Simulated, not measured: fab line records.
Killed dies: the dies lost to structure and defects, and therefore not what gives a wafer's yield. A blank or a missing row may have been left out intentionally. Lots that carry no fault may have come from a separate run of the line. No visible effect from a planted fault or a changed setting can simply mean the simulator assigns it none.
fab line records	flow rit_cmos
record lots=5	wafers=15	last_day=6
route steps=202 shown GATE@88 REOX@98 NLDD@103 PLDD@114 SPACER@125 M1@202
lots that met no fault: taken from a fault-free run of the same line
start_h: the number of hours between the record's first day and the start of the first shown wafer of the lot	wait_h: hours since the lot's step before	" unchanged from the row above	L1.1+2: several wafers, shown together as one row	- no value present, or no start provided	* or withheld: withheld	< > ~ a bound
route shown NAME@n: NAME is a module with steps in the file, n the number in the route of the first one	usual: the fault-free wafers' mean and standard deviation	same: alike in all rows	chamber/n: place in a boat	sites: per-site readings	_std_site: how widely they spread, as a standard deviation	_edge_site: inner sites' mean taken away from outer sites' mean	radius_mm: for every site, how far away it sits from the centre of the wafer	mask NAME#n: copy n	behind: the last tool/chamber to shape the wafer	hold: why the lot went on hold/how many hours it stayed there/how the hold came to an end	device: the transistor (n, p or np) that didn't switch	end of line: tests run on the same wafers once the route is complete	for a step that has no rows: nothing shown but its recipe	killed: at the first sort, the dies lost to defects and structure; wafer yield is something else	map: a wafer's dies, x killed, . not, _ none there
set.NAME: setting as actually run; set.NAME@STEP: the setting as run at that earlier step	model.NAME: the simulator's own value behind a step, which no gauge read
a table for each step, a row for each wafer; lots at some steps of the route
services: the hour from which a tool's chamber was out of use, counted from the record's first day as start_h (under 0 if before that day), plus the number of hours and why
## steps
# step RIT_GATE_SOFTBAKE_12
# recipe resist=NOVOLAK	temp_c=90	time_s=60
# step RIT_GATE_EXPOSE_13
# recipe mask_id=M6	na=0.6	source_shape=conventional	sigma_outer=0.6	target_cd_nm=150	dose_mj=380
# step RIT_GATE_PEB_14
# recipe resist=NOVOLAK	temp_c=withheld	time_s=withheld
# step RIT_GATE_DEVELOP_15
# recipe resist=NOVOLAK	develop_time_s=50	dev_temp_c=23
# step RIT_GATE_CD_MEAS_16
# recipe target_cd_nm=150
# usual cd_nm=150.5/2.8
lot.wafer	tool	chamber	start_h	wait_h	cd_nm
L342.2	cd_sem-02	-	56.37	-	153.3
L342.3	"	-	"	"	152.6
L342.5	"	-	"	"	153.2
L344.1	cd_sem-02	-	68.36	-	152.2
L344.2	"	-	"	"	151.9
L344.5	"	-	"	"	152.7
L345.3	cd_sem-02	-	68.76	-	157.1
L345.4	"	-	"	"	156.3
L345.5	"	-	"	"	156.4
L355.2	cd_sem-01	-	121.21	-	148.0
L355.5	"	-	"	"	148.3
L355.6	"	-	"	"	149.2
L357.2	cd_sem-02	-	128.58	-	150.3
L357.4	"	-	"	"	152.4
L357.6	"	-	"	"	152.5
# step RIT_GATE_OVL_MEAS_17
# usual GATE_OVL=-0.4/1.5
lot.wafer	tool	chamber	start_h	wait_h	GATE_OVL[nm]
L342.2	overlay-01	-	56.48	0.1	1.2
L342.3	"	-	"	"	0.2
L342.5	"	-	"	"	0.2
L344.1	overlay-01	-	68.48	0.1	-0.2
L344.2	"	-	"	"	0.8
L344.5	"	-	"	"	-0.6
L345.3	overlay-01	-	68.85	0.1	-1.4
L345.4	"	-	"	"	-0.2
L345.5	"	-	"	"	0.2
L355.2	overlay-02	-	121.31	0.1	0.7
L355.5	"	-	"	"	1.4
L355.6	"	-	"	"	-0.6
L357.2	overlay-01	-	128.69	0.1	2.0
L357.4	"	-	"	"	-1.2
L357.6	"	-	"	"	0.5
# step RIT_GATE_HARDBAKE_18
# recipe resist=NOVOLAK	temp_c=140	time_s=60
# step RIT_GATE_ETCH_19
# recipe chemistry=SF6/CHF3/O2	time_s=165	SF6_flow_sccm=30	CHF3_flow_sccm=30	O2_flow_sccm=5	target=poly-Si	pressure_mtorr=40	rf_w=160	target_depth_a=3125	over_etch_frac=0.25	stop_on=SiO2
# usual drypump_motor_current_A=5.8/0.34	oes_product_au=0.850/0.013	throttle_valve_pct=10.25/0.13
lot.wafer	tool	chamber	start_h	wait_h	drypump_motor_current_A	oes_product_au	rf_hours_counter_h	throttle_valve_pct
L342.2	rie_si-01	2	56.66	0.1	5.6	0.842	135	10.16
L342.3	"	1	"	"	6.3	0.833	33	10.23
L342.5	"	0	"	"	6.0	0.865	-	10.29
L344.1	rie_si-01	3	68.67	0.1	5.0	0.853	100	10.32
L344.2	"	2	"	"	5.6	0.845	136	10.14
L344.5	"	2	"	"	5.6	0.850	-	10.16
L345.3	rie_si-02	1	69.03	0.1	6.0	0.843	39	10.05
L345.4	"	0	"	"	5.9	0.866	131	10.25
L345.5	"	3	"	"	5.5	0.842	-	10.52
L355.2	rie_si-02	1	121.49	0.1	6.0	0.846	39	10.03
L355.5	"	2	"	"	5.8	0.829	-	10.10
L355.6	"	1	"	"	6.0	0.855	-	10.03
L357.2	rie_si-02	3	128.87	0.1	5.6	0.838	2	10.49
L357.4	"	2	"	"	5.8	0.847	115	10.12
L357.6	"	3	"	"	5.6	0.857	-	10.48
# step RIT_GATE_STRIP_20
# recipe chemistry=O2	time_s=180	resist=NOVOLAK	platen_temp_c=withheld	power_w=500	pressure_mtorr=4000	o2_flow_sccm=4000
# usual drypump_motor_current_A=5.4/0.57
lot.wafer	tool	chamber	start_h	wait_h	drypump_motor_current_A	rf_hours_counter_h
L342.2	plasma_asher-03	1	56.77	0.1	5.5	41
L342.3	"	0	"	"	5.7	-
L342.5	"	1	"	"	5.5	-
L344.1	plasma_asher-02	0	68.77	0.1	5.0	43
L344.2	"	1	"	"	6.0	43
L344.5	"	1	"	"	6.0	-
L345.3	plasma_asher-01	1	69.19	0.1	6.0	-
L345.4	"	0	"	"	4.7	-
L345.5	"	0	"	"	4.6	-
L355.2	plasma_asher-02	0	121.60	0.1	5.0	0
L355.5	"	1	"	"	6.0	-
L355.6	"	0	"	"	5.0	-
L357.2	plasma_asher-02	1	128.98	0.1	6.0	2
L357.4	"	1	"	"	6.0	-
L357.6	"	1	"	"	6.0	-
# step RIT_GATE_CD_MEAS_90
# recipe target_cd_nm=150
# usual cd_nm=150.6/2.9
lot.wafer	tool	chamber	start_h	wait_h	cd_nm
L342.2	cd_sem-01	-	56.96	0.1	152.8
L342.3	"	-	"	"	152.6
L342.5	"	-	"	"	152.4
L344.1	cd_sem-01	-	68.95	0.1	152.5
L344.2	"	-	"	"	151.6
L344.5	"	-	"	"	152.9
L345.3	cd_sem-01	-	69.35	0.1	156.9
L345.4	"	-	"	"	156.6
L345.5	"	-	"	"	156.4
L355.2	cd_sem-01	-	121.80	0.1	147.6
L355.5	"	-	"	"	148.4
L355.6	"	-	"	"	149.2
L357.2	cd_sem-02	-	129.17	0.1	150.7
L357.4	"	-	"	"	152.2
L357.6	"	-	"	"	152.9
# step RIT_REOX_CLEAN_00
# recipe chemistry=SC1	mix=3:3:50	time_s=600	temp_c=75
# step RIT_REOX_CLEAN_01
# recipe chemistry=dHF	dilution=50:1	time_s=30
# step RIT_REOX_CLEAN_02
# recipe chemistry=SC2	mix=3:3:50	time_s=600	temp_c=75	dry=n2_spin
lot.wafer	tool	chamber	start_h	wait_h
L342.2+3+5	wet_bench-02	0	57.27	0.0
L344.1+2+5	wet_bench-01	3	69.28	0.0
L345.3+4+5	wet_bench-02	0	69.64	0.0
L355.2+5+6	wet_bench-02	0	122.10	0.0
L357.2+4+6	wet_bench-01	0	129.64	0.0
# step RIT_REOX_OXIDATION_03
# recipe temp_c=900	ambient=O2	target_thk_a=252	ox_time_s=5580
# step RIT_REOX_THK_MEAS_04
# recipe reads=SiO2_of_REOX_OXIDATION_03
# usual REOX_OXIDE_THK=25.4/0.41
lot.wafer	tool	chamber	start_h	wait_h	REOX_OXIDE_THK[nm]
L342.2	film_metro-04	-	60.50	0.0	25.4
L342.3	"	-	"	"	25.0
L342.5	"	-	"	"	25.6
L344.1	film_metro-02	-	72.02	0.0	24.9
L344.2	"	-	"	"	25.6
L344.5	"	-	"	"	24.9
L345.3	film_metro-01	-	72.40	0.0	26.1
L345.4	"	-	"	"	25.8
L345.5	"	-	"	"	25.7
L355.2	film_metro-01	-	125.27	0.0	25.7
L355.5	"	-	"	"	25.9
L355.6	"	-	"	"	25.3
L357.2	film_metro-01	-	132.55	0.0	25.1
L357.4	"	-	"	"	25.1
L357.6	"	-	"	"	25.0
# step RIT_NLDD_HMDS_00
# recipe prime_time_s=60	prime_temp_c=140
# step RIT_NLDD_COAT_01
# recipe resist=NOVOLAK	spin_rpm=3250	resist_thk_nm=1000
# step RIT_NLDD_SOFTBAKE_02
# recipe resist=NOVOLAK	temp_c=90	time_s=60
# step RIT_NLDD_EXPOSE_03
# recipe mask_id=M7	na=0.57	target_cd_nm=40700	dose_mj=250
# step RIT_NLDD_PEB_04
# recipe resist=NOVOLAK	temp_c=withheld	time_s=withheld
# step RIT_NLDD_DEVELOP_05
# recipe resist=NOVOLAK	develop_time_s=50	dev_temp_c=23
# step RIT_NLDD_OVL_MEAS_06
# usual NLDD_OVL=-0.6/1.3
lot.wafer	tool	chamber	start_h	wait_h	NLDD_OVL[nm]
L342.2	overlay-02	-	61.41	-	-0.5
L342.3	"	-	"	"	-3.4
L342.5	"	-	"	"	-2.0
L344.1	overlay-01	-	73.05	-	0.3
L344.2	"	-	"	"	-0.8
L344.5	"	-	"	"	0.3
L345.3	overlay-01	-	73.53	-	-1.4
L345.4	"	-	"	"	-1.8
L345.5	"	-	"	"	-0.5
L355.2	overlay-02	-	126.30	-	0.3
L355.5	"	-	"	"	-1.2
L355.6	"	-	"	"	-2.6
L357.2	overlay-02	-	133.54	-	-2.0
L357.4	"	-	"	"	-1.2
L357.6	"	-	"	"	-1.3
# step RIT_NLDD_HARDBAKE_07
# recipe resist=NOVOLAK	temp_c=140	time_s=60
# step RIT_NLDD_IMPLANT_08
# recipe species=P	energy_kev=20	dose_cm2=5e+14	tilt_deg=7
# step RIT_NLDD_STRIP_09
# recipe chemistry=O2	time_s=180	resist=NOVOLAK	platen_temp_c=withheld	power_w=500	pressure_mtorr=4000	o2_flow_sccm=4000
# usual drypump_motor_current_A=5.6/0.42
lot.wafer	tool	chamber	start_h	wait_h	drypump_motor_current_A	rf_hours_counter_h
L342.2	plasma_asher-03	1	61.74	0.1	5.5	41
L342.3	"	0	"	"	5.7	-
L342.5	"	0	"	"	5.7	-
L344.1	plasma_asher-01	0	73.39	0.1	4.7	42
L344.2	"	1	"	"	6.0	42
L344.5	"	0	"	"	4.7	-
L345.3	plasma_asher-04	0	73.92	0.1	5.5	-
L345.4	"	1	"	"	6.0	-
L345.5	"	1	"	"	6.0	-
L355.2	plasma_asher-01	0	126.63	0.1	4.7	49
L355.5	"	1	"	"	6.0	-
L355.6	"	0	"	"	4.7	-
L357.2	plasma_asher-04	0	133.87	0.1	5.5	36
L357.4	"	1	"	"	6.0	-
L357.6	"	1	"	"	6.0	-
# step RIT_NLDD_TW_MEAS_10
# usual NLDD_TW=2458/30
lot.wafer	tool	chamber	start_h	wait_h	NLDD_TW
L342.2	film_metro-04	-	61.92	0.1	2486
L342.3	"	-	"	"	2491
L342.5	"	-	"	"	2494
L344.1	film_metro-04	-	73.56	0.1	2479
L344.2	"	-	"	"	2478
L344.5	"	-	"	"	2492
L345.3	film_metro-04	-	74.05	0.1	2480
L345.4	"	-	"	"	2479
L345.5	"	-	"	"	2482
L355.2	film_metro-04	-	126.81	0.1	2475
L355.5	"	-	"	"	2473
L355.6	"	-	"	"	2466
L357.2	film_metro-03	-	134.05	0.1	2433
L357.4	"	-	"	"	2446
L357.6	"	-	"	"	2437
# step RIT_PLDD_HMDS_00
# recipe prime_time_s=60	prime_temp_c=140
# step RIT_PLDD_COAT_01
# recipe resist=NOVOLAK	spin_rpm=3250	resist_thk_nm=1000
# step RIT_PLDD_SOFTBAKE_02
# recipe resist=NOVOLAK	temp_c=90	time_s=60
# step RIT_PLDD_EXPOSE_03
# recipe mask_id=M8	na=0.57	target_cd_nm=40900	dose_mj=250
# step RIT_PLDD_PEB_04
# recipe resist=NOVOLAK	temp_c=withheld	time_s=withheld
# step RIT_PLDD_DEVELOP_05
# recipe resist=NOVOLAK	develop_time_s=50	dev_temp_c=23
# step RIT_PLDD_OVL_MEAS_06
# usual PLDD_OVL=-1.1/1.7
lot.wafer	tool	chamber	start_h	wait_h	PLDD_OVL[nm]
L342.2	overlay-01	-	62.95	-	0.9
L342.3	"	-	"	"	1.3
L342.5	"	-	"	"	0.5
L344.1	overlay-01	-	74.60	-	0.8
L344.2	"	-	"	"	0.8
L344.5	"	-	"	"	0.5
L345.3	overlay-02	-	75.08	-	-2.5
L345.4	"	-	"	"	-5.2
L345.5	"	-	"	"	-2.4
L355.2	overlay-02	-	127.72	-	-2.0
L355.5	"	-	"	"	-1.6
L355.6	"	-	"	"	-1.9
L357.2	overlay-02	-	135.08	-	-3.1
L357.4	"	-	"	"	-4.2
L357.6	"	-	"	"	-3.2
# step RIT_PLDD_HARDBAKE_07
# recipe resist=NOVOLAK	temp_c=140	time_s=60
# step RIT_PLDD_IMPLANT_08
# recipe species=BF2	energy_kev=20	dose_cm2=9e+14	tilt_deg=7
# step RIT_PLDD_STRIP_09
# recipe chemistry=O2	time_s=180	resist=NOVOLAK	platen_temp_c=withheld	power_w=500	pressure_mtorr=4000	o2_flow_sccm=4000
# usual drypump_motor_current_A=5.4/0.59
lot.wafer	tool	chamber	start_h	wait_h	drypump_motor_current_A	rf_hours_counter_h
L342.2	plasma_asher-04	1	63.28	0.1	6.0	27
L342.3	"	0	"	"	5.5	-
L342.5	"	1	"	"	6.1	-
L344.1	plasma_asher-01	1	74.93	0.1	6.0	42
L344.2	"	0	"	"	4.7	42
L344.5	"	1	"	"	6.0	-
L345.3	plasma_asher-02	1	75.46	0.1	6.0	-
L345.4	"	0	"	"	5.0	-
L345.5	"	1	"	"	6.0	-
L355.2	plasma_asher-01	0	128.06	0.1	4.7	49
L355.5	"	1	"	"	6.0	-
L355.6	"	0	"	"	4.6	-
L357.2	plasma_asher-01	1	135.41	0.1	5.9	50
L357.4	"	0	"	"	4.7	-
L357.6	"	0	"	"	4.7	-
# step RIT_PLDD_TW_MEAS_10
# usual PLDD_TW=2315/25
lot.wafer	tool	chamber	start_h	wait_h	PLDD_TW
L342.2	film_metro-02	-	63.47	0.1	2276
L342.3	"	-	"	"	2286
L342.5	"	-	"	"	2301
L344.1	film_metro-02	-	75.11	0.1	2297
L344.2	"	-	"	"	2302
L344.5	"	-	"	"	2291
L345.3	film_metro-02	-	75.60	0.1	2297
L345.4	"	-	"	"	2274
L345.5	"	-	"	"	2291
L355.2	film_metro-03	-	128.24	0.1	2297
L355.5	"	-	"	"	2298
L355.6	"	-	"	"	2289
L357.2	film_metro-04	-	135.60	0.1	2352
L357.4	"	-	"	"	2340
L357.6	"	-	"	"	2350
# step RIT_SPACER_CLEAN_00
# recipe chemistry=SC1	mix=3:3:50	time_s=600	temp_c=75
# step RIT_SPACER_CLEAN_01
# recipe chemistry=dHF	dilution=50:1	time_s=30
# step RIT_SPACER_CLEAN_02
# recipe chemistry=SC2	mix=3:3:50	time_s=600	temp_c=75	dry=n2_spin
# step RIT_SPACER_CVD_03
# recipe material=Si3N4	target_thk_nm=250	temp_c=810	precursor=SiH2Cl2/NH3	time_s=3300	pressure_mtorr=300	sih2cl2_flow_sccm=60	nh3_flow_sccm=150
# step RIT_SPACER_THK_MEAS_04
# recipe reads=Si3N4_of_SPACER_CVD_03
# usual SPACER_NITRIDE_THK=250.2/2.3
lot.wafer	tool	chamber	start_h	wait_h	SPACER_NITRIDE_THK[nm]
L342.2	film_metro-01	-	65.84	0.0	253.7
L342.3	"	-	"	"	250.2
L342.5	"	-	"	"	250.8
L344.1	film_metro-03	-	77.45	0.0	247.0
L344.2	"	-	"	"	248.4
L344.5	"	-	"	"	247.5
L345.3	film_metro-01	-	79.39	0.0	249.5
L345.4	"	-	"	"	247.3
L345.5	"	-	"	"	248.0
L355.2	film_metro-03	-	130.62	0.0	247.5
L355.5	"	-	"	"	248.7
L355.6	"	-	"	"	247.9
L357.2	film_metro-03	-	137.96	0.0	248.4
L357.4	"	-	"	"	249.6
L357.6	"	-	"	"	249.1
# step RIT_M1_PROBE_99
# usual killed_at_contacts=0.1/0.34	killed_at_front_end=7.0/2.9	killed_dies=7.2/2.9	killed_on_rim=2.1/1.4	killed_open=3.6/1.9	killed_short=3.5/2.1
# same gross_dies=264	killed_at_M0_to_M3=0	killed_at_M4_up=0	killed_at_back_side=0	killed_at_other=0
lot.wafer	tool	chamber	start_h	wait_h	killed_at_contacts	killed_at_front_end	killed_dies	killed_on_rim	killed_open	killed_short
L344.1	prober-02	-	88.67	0.1	0	5	5	1	5	0
L344.2	prober-02	-	88.72	0.1	0	5	5	2	2	3
L344.5	prober-02	-	88.87	0.2	0	11	11	1	7	4
L345.3	prober-01	-	90.63	0.2	1	6	7	1	2	5
L345.4	prober-01	-	90.68	0.2	0	6	6	1	2	4
L345.5	prober-01	-	90.73	0.2	0	5	5	0	0	5
L355.2	prober-01	-	141.68	0.1	0	7	7	1	0	7
L355.5	prober-01	-	141.83	0.2	0	6	6	0	4	2
L355.6	prober-01	-	141.88	0.2	1	6	7	2	5	2
L357.2	prober-01	-	149.11	0.1	0	31	31	1	0	1
L357.4	prober-01	-	149.21	0.2	0	27	27	0	2	2
L357.6	prober-01	-	149.31	0.2	0	35	35	2	4	2
# killed by level:class
L344.1 SPACER:geometric_particle:open=2 SILICIDE:geometric_particle:open=2 GATE:geometric_particle:open=1
L344.2 GATE:geometric_particle:open=2 GATE:geometric_particle:short=2 FOX1:geometric_particle:short=1
L344.5 FOX1:geometric_particle:short=3 GATE:geometric_particle:open=3 FOX1:geometric_particle:open=1 FOX2:geometric_particle:open=1 GATE:geometric_particle:short=1 SPACER:geometric_particle:open=1 SILICIDE:geometric_particle:open=1
L345.3 SPACER:geometric_particle:short=2 FOX2:geometric_particle:open=1 GATE:geometric_particle:short=1 REOX:geometric_particle:short=1 SPACER:geometric_particle:open=1 CONTACT:geometric_particle:short=1
L345.4 FOX1:geometric_particle:short=1 GATE:geometric_particle:short=1 GATE:geometric_particle:open=1 REOX:geometric_particle:open=1 SPACER:geometric_particle:short=1 SILICIDE:geometric_particle:short=1
L345.5 GATE:geometric_particle:short=4 SPACER:geometric_particle:short=1
L355.2 GATE:geometric_particle:short=4 FOX2:geometric_particle:short=2 REOX:geometric_particle:short=1
L355.5 GATE:geometric_particle:open=2 GATE:geometric_particle:short=2 REOX:geometric_particle:open=1 SPACER:geometric_particle:open=1
L355.6 GATE:geometric_particle:open=3 FOX1:geometric_particle:open=1 SPACER:geometric_particle:short=1 FOX2:geometric_particle:open=1 CONTACT:geometric_particle:short=1
L357.2 REOX:unspecified=30 GATE:geometric_particle:short=1
L357.4 REOX:unspecified=23 GATE:geometric_particle:short=2 GATE:geometric_particle:open=1 SILICIDE:geometric_particle:open=1
L357.6 REOX:unspecified=29 FOX1:geometric_particle:open=1 FOX2:geometric_particle:short=1 GATE:geometric_particle:open=1 REOX:geometric_particle:short=1 REOX:geometric_particle:open=1 SILICIDE:geometric_particle:open=1
# map L357.6 (x killed, . not)
________......._______
_____.............____
____...............___
___.................__
__..................._
__....x.xxx.........._
_.x..xxxxxxx..........
_....xxxxxxx..........
_...x.xxxxxx...x......
_.x.x..xx.x.......x...
__..x....x..........._
__..................._
___.................__
____...............___
_____.............____
________......._______
# map L344.5 (x killed, . not)
________......._______
_____...........x.____
____.......x.x.....___
___.....x...........__
__..................._
__............xx....._
_.....................
_.....................
_............x........
_......x..............
__..................._
__...............x..._
___.................__
____...x......x....___
_____.............____
________......._______
## services
tool	chamber	start_h	hours	kind
rie_si-01	1	93.98	13.3	repair
plasma_asher-03	-	107.97	28.1	pm
plasma_asher-02	-	108.75	9.0	pm
plasma_asher-02	0	108.75	9.0	vent_cycle
plasma_asher-02	1	108.75	9.0	vent_cycle
plasma_asher-02	0	117.75	-	clean
plasma_asher-02	1	117.75	-	clean
## key
first_sign step=RIT_M1_PROBE_99	reading=killed_at_front_end	direction=up	sigmas=8.3	usual=7.0	struck=31
effect step=RIT_M1_PROBE_99	reading=killed_dies	direction=up	sigmas=8.2	usual=7.2	struck=31
met_at RIT_REOX_CLEAN_02
struck_wafers L357.2,L357.4,L357.6
tester_left_out L357
also_fits time
fault kind=chamber_particle_source	tool=wet_bench-01	chamber=0	onset_h=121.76	steps=RIT_REOX_CLEAN_02	rate_per_visit_cm2=0.53524	end_h=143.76
# tester_left_out: of these lots the tester's yield and bins aren't shown, on N5 and GAA mostly nor the transistor test; their killed dies are dies lost to structure and defects alone, not to doping, threshold or leakage, so they don't give the yield
